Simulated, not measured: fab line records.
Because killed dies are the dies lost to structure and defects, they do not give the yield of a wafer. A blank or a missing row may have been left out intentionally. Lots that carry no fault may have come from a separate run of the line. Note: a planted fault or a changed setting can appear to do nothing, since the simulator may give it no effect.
2 desks looking at one fault || flow berkeley_cmos170 || numbers are kept per desk, each desk with only its own; the story behind them comes last

TOOL OWNER'S DESK, implanter-03
The tool's own readings at UCB170_NVT_IMPLANT_07: means of the sampled wafers that have a number, for each lot that ran on this tool. The brackets show how far a lot's mean lies from the usual mean; more than 4 standard deviations puts the lot out of limits, marked OUT.
Columns: A = dose_ions_cm2 at UCB170_NVT_IMPLANT_07, usual 3.0001e+12; B = faraday_current_uA at UCB170_NVT_IMPLANT_07, usual 9.52
{"lot": "L835", "first seen here": "day 5 13:01", "A": 2.9995e+12, "B": 9.54}
{"lot": "L836", "first seen here": "day 5 13:46", "A": 3.0044e+12, "B": 9.75}
{"lot": "L841", "first seen here": "day 6 15:58", "A": 3.0003e+12, "B": 9.47}
{"lot": "L845", "first seen here": "day 7 11:42", "A": 3.0039e+12, "B": 9.55}
{"lot": "L848", "first seen here": "day 7 23:35", "A": "5.1139e+12 (+99 or more) OUT", "B": "16.31 (+36) OUT"}
{"lot": "L849", "first seen here": "day 8 10:58", "A": "5.1139e+12 (+99 or more) OUT", "B": "16.27 (+36) OUT"}
This desk finds L848, L849 out of limits, L848 being first, at day 7 23:35 (dose_ions_cm2 at UCB170_NVT_IMPLANT_07). In limits: L835, L836, L841, L845.

THE METROLOGY DESK
Lot by lot, what the gauges showed, no matter which tool ran the lot: averages of those sampled wafers that carry a number. The brackets show how far a lot's mean lies from the usual mean; more than 4 standard deviations puts the lot out of limits, marked OUT.
Columns: A = NWELL_NITRIDE_THK at UCB170_NWELL_THK_MEAS_05, usual 223.9 nm; B = NVT_TW at UCB170_NVT_TW_MEAS_09, usual 526; C = V2_OVL at UCB170_V2_OVL_MEAS_13, usual -3 nm
{"lot": "L834", "first seen here": "day 2 01:23", "A": 224.6, "B": 524, "C": -8}
{"lot": "L835", "first seen here": "day 2 06:34", "A": 228.7, "B": 525, "C": 4}
{"lot": "L836", "first seen here": "day 2 15:18", "A": 226.5, "B": 534, "C": -5}
{"lot": "L837", "first seen here": "day 2 15:21", "A": 222.1, "B": 525, "C": -1}
{"lot": "L838", "first seen here": "day 3 00:30", "A": 223.0, "B": 531, "C": -5}
{"lot": "L839", "first seen here": "day 3 04:55", "A": 223.4, "B": 522, "C": -5}
{"lot": "L841", "first seen here": "day 3 12:59", "A": 225.0, "B": 522, "C": -12}
{"lot": "L842", "first seen here": "day 3 16:29", "A": 223.6, "B": 531, "C": 4}
{"lot": "L845", "first seen here": "day 4 14:28", "A": 226.5, "B": 522, "C": 0}
{"lot": "L848", "first seen here": "day 5 00:13", "A": 223.5, "B": "625 (+25) OUT", "C": 3}
{"lot": "L849", "first seen here": "day 5 08:14", "A": 225.4, "B": "622 (+24) OUT", "C": -9}
{"lot": "L854", "first seen here": "day 6 07:48", "A": 225.5, "B": 524, "C": -6}
{"lot": "L856", "first seen here": "day 6 21:46", "A": 220.7, "B": 524, "C": 8}
{"lot": "L857", "first seen here": "day 6 21:46", "A": 222.8, "B": 523, "C": -4}
This desk's result: L848, L849 out of limits, first on L848 (NVT_TW at UCB170_NVT_TW_MEAS_09), day 7 23:50. In limits: L834, L835, L836, L837, L838, L839, L841, L842, L845, L854, L856, L857.

ALL TOGETHER
The tool owner's desk had the chance to raise an alarm at day 7 23:35 on L848, L849.
Metrology desk: alarm possible at day 7 23:50 on L848, L849.
Of the lots named, all ran UCB170_NVT_IMPLANT_07 on implanter-03.

WHAT THE SIMULATOR HAD INSERTED
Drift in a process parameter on implanter-03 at UCB170_NVT_IMPLANT_07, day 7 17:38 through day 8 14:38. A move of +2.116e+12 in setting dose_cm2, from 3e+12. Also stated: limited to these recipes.
Struck lots among those shown: L848, L849.
Fault start to first reading out of limits, in hours, per desk: tool owner, 6; metrology, 6.
